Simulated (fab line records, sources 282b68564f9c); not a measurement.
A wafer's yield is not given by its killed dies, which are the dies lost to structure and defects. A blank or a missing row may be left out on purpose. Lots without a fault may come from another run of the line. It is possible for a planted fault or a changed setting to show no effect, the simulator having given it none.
Which tool was responsible? | flow rit-cmos | 15 lots with 45 wafers sampled at 2 steps, on a route of 202 steps

## WHAT THE GAUGES READ, wafer by wafer
RIT_NWELL_OVL_MEAS_06.
lot  | measured    | on         | NWELL_OVL (nm)
L921 | day 1 23:01 | overlay-01 | -2.2 -2.3 -1.4
L922 | day 2 01:54 | overlay-01 | 0.5 -0.7 -0.5
L923 | day 2 06:23 | overlay-02 | -4.2 -5.1 -3.8
L925 | day 2 17:03 | overlay-02 | 1.7 1.2 0.1
L926 | day 2 23:08 | overlay-01 | -0.4 -1.8 -1.5
L927 | day 3 03:41 | overlay-01 | -0.8 -1.9 -2.8
L928 | day 3 09:26 | overlay-01 | -0.3 -2.5 -1.0
L933 | day 4 10:04 | overlay-02 | 1.3 1.5 -0.4
L936 | day 4 23:31 | overlay-02 | -0.4 1.5 0.3
L938 | day 5 11:17 | overlay-01 | -1.7 -0.1 -2.9
L939 | day 5 17:38 | overlay-02 | 0.7 1.1 2.0
L941 | day 6 00:23 | overlay-02 | 3.4 4.0 3.5
L942 | day 6 05:38 | overlay-02 | 2.0 1.3 -0.3
L943 | day 6 10:19 | overlay-02 | -1.5 -0.8 -1.5
L944 | day 6 16:49 | overlay-02 | 1.3 1.4 0.6

RIT_WELLDRIVE_RS_MEAS_02: measures by four-point-probe.
lot  | measured    | on            | PWELL_RS (ohm/sq)
L921 | day 2 07:15 | film-metro-01 | 429.9 428.5 429.5
L922 | day 2 09:41 | film-metro-01 | 430.5 430.8 430.8
L923 | day 2 13:48 | film-metro-01 | 431.3 429.8 430.3
L925 | day 3 00:36 | film-metro-04 | 430.4 429.6 429.9
L926 | day 3 06:35 | film-metro-01 | 432.1 429.7 429.5
L927 | day 3 11:14 | film-metro-01 | 429.6 428.8 428.2
L928 | day 3 17:01 | film-metro-04 | 429.7 430.6 431.0
L933 | day 4 17:29 | film-metro-02 | 428.8 428.3 427.6
L936 | day 5 07:02 | film-metro-01 | 430.7 431.4 430.5
L938 | day 5 18:43 | film-metro-04 | 429.7 429.7 428.7
L939 | day 6 01:07 | film-metro-01 | 430.8 430.6 431.2
L941 | day 6 07:58 | film-metro-01 | 428.0 429.8 429.6
L942 | day 6 13:05 | film-metro-01 | 427.9 429.4 428.8
L943 | day 6 18:10 | film-metro-04 | 431.3 431.5 431.8
L944 | day 7 02:03 | film-metro-01 | 429.0 429.4 428.3

## WHICH TOOL RAN EACH LOT (tool, then ch and the chambers of the sampled wafers, then the start)
Before these readings, the record contains no process step.

## WHAT THE TOOLS THEMSELVES READ (means of the sampled wafers that have a number; where no wafer has one, the mark that the record gives instead)
The record holds no such reading with a usual standard deviation.

## THE ANSWER, worked out from the rows above alone
Rule: the usual values come from the lots themselves. Put in order of their means at a reading, lots are off if they are a third of the lots or fewer, leave a main group of 4 or more, and stand apart from it by a gap of 3 or more times the standard deviation of the main group's means; of several such gaps the widest counts. The tables above print the reading to a certain number of digits; a main group whose means all agree to those digits is not used. A lot without any number at a reading at which 4 lots or more have one is off too. All remaining lots with rows at the step are treated as sound. First the gauges in route order, then the tools' own readings, where a lot's mean is used as printed above. The first step at which some lot is off is used, and at that step the reading that is off furthest; a lot without a number counts as furthest.
None of the lots is off at any reading shown; this tells nothing.

## WHAT WAS PUT IN BY THE SIMULATOR
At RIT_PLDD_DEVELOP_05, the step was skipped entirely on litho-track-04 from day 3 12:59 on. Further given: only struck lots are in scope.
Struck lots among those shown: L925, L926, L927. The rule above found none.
